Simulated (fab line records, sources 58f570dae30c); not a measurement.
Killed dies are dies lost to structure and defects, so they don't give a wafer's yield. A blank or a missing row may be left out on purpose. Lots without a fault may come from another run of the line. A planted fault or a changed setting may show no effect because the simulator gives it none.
A struck lot beside a sound one | flow berkeley_cmos170 | 24 steps out of a route of 331
Sound: wafers L207.1, L207.2, L207.3. Struck: wafers L213.1, L213.4, L213.6. The cause comes at the end.
At each step with rows: each side's tool, then ch and its chambers, then its first start. Under that, the readings that differ: sound wafers | struck wafers | difference of the means | sigmas: that difference in standard deviations of wafers without a fault.
alike: readings whose means differ by less than 2 such deviations, and words and numbers that are the same on both sides. not compared: withheld readings, readings that some wafer has no value for, bounds like >300 that may hide the same value, and numbers for which the record gives no deviation and whose values overlap.
The two part at a step that has a row with sigmas, a row that says differs or no value, or rows on one side only. Numbers that don't overlap but have no deviation are shown without sigmas and don't part them. A reading that every wafer of one side lacks parts them only if that side has two wafers or more.

UCB170_NWELL_ETCH_13: etches Si3N4 in CH3F/Ar/O2, stops on SiO2, target depth 246.4 nm, time 154 s.
  sound on rie_diel-04 ch 0,1,3, day 2 18:49; struck on rie_diel-03 ch 0,2, day 3 21:35
  alike: drypump_motor_current_A, oes_product_au, throttle_valve_pct
  not compared: rf_hours_counter_h
then, 1 step without rows for these wafers: UCB170_NWELL_IMPLANT_14.
UCB170_NWELL_STRIP_15: strips in O2.
  sound on plasma_asher-01 ch 0,1, day 2 19:04; struck on plasma_asher-01 ch 0,1, day 3 21:51
  alike: drypump_motor_current_A, oes_product_au, strip_time_to_endpoint_s
  not compared: rf_hours_counter_h
UCB170_NWELL_TW_MEAS_16:
  sound on film_metro-01, day 2 19:10; struck on film_metro-02, day 3 21:57
  alike: NWELL_TW
then, 6 steps without rows for these wafers: UCB170_NWELL_CLEAN_17 (cleans in SPM, time 600 s); UCB170_NWELL_WET_ETCH_18 (etches Si3N4 in H3PO4, time 14400 s); UCB170_NWELL_WET_ETCH_19 (etches SiO2 in BOE, time 22 s); UCB170_PWELL_CLEAN_00 (cleans in SPM, time 600 s); UCB170_PWELL_CLEAN_01 (cleans in dHF, time 60 s); UCB170_PWELL_OXIDATION_02 (target thk 26.4 nm, ox time 1260 s).
UCB170_PWELL_THK_MEAS_03:
  sound on film_metro-04, day 3 03:31; struck on film_metro-03, day 4 07:49
  alike: PWELL_OXIDE_THK
then, 1 step without rows for these wafers: UCB170_PWELL_ANNEAL_04 (time 900 s).
UCB170_PWELL_CVD_05: deposits Si3N4 from SiH2Cl2/NH3, target thk 220 nm, time 3300 s.
  sound on lpcvd-02 ch 0, day 3 06:25; struck on lpcvd-02 ch 0, day 4 13:10
  reading                                 | sound             | struck          | difference | sigmas
  model.Si3N4_of_PWELL_CVD_05.thk_nm (nm) | 221.8 222.9 221.4 | 171.4 174 173.1 | -49.2      |
  alike: spike_tc_centre_C, spike_tc_load_C
UCB170_PWELL_THK_MEAS_06:
  sound on film_metro-03, day 3 08:20; struck on film_metro-04, day 4 15:05
  reading                | sound             | struck            | difference | sigmas
  PWELL_NITRIDE_THK (nm) | 221.9 222.9 221.4 | 171.4 174.0 173.1 | -49.2      | -23
then, 6 steps without rows for these wafers: UCB170_PWELL_HMDS_07 (prime time 60 s); UCB170_PWELL_COAT_08 (resist thk 900 nm); UCB170_PWELL_SOFTBAKE_09 (time 60 s); UCB170_PWELL_EXPOSE_10 (exposes mask PWELL, target cd 3000 nm); UCB170_PWELL_PEB_11; UCB170_PWELL_DEVELOP_12 (develop time 45 s).
UCB170_PWELL_OVL_MEAS_13:
  sound on overlay-02, day 3 11:08; struck on overlay-01, day 4 16:22
  alike: PWELL_OVL
UCB170_PWELL_ETCH_14: etches Si3N4 in CH3F/Ar/O2, stops on SiO2, target depth 242 nm, time 151 s.
  sound on rie_diel-01 ch 0,1,2, day 3 11:10; struck on rie_diel-01 ch 0,1,2, day 4 16:25
  reading                  | sound             | struck            | difference | sigmas
  oes_product_au (a.u.)    | 0.979 0.962 0.951 | 0.826 0.828 0.846 | -0.131     | -8
  model.etch.depth_nm (nm) | 221.8 222.9 221.4 | 171.4 174 173.1   | -49.2      |
  alike: drypump_motor_current_A, throttle_valve_pct
  not compared: rf_hours_counter_h
then, 1 step without rows for these wafers: UCB170_PWELL_IMPLANT_15.
-- the record jumps here: 5 days lie between the struck wafers' starts before and after (it left off in module PWELL and takes up again in module M3, whose first step shown is number 331 of the route) --
UCB170_M3_PROBE_99:
  the record has rows for the struck wafers here (prober-02, day 9 22:46) and none for the sound ones

WHERE THEY PART
First at UCB170_PWELL_THK_MEAS_06; last, within this record, at UCB170_M3_PROBE_99.

WHY: what the simulator had put in
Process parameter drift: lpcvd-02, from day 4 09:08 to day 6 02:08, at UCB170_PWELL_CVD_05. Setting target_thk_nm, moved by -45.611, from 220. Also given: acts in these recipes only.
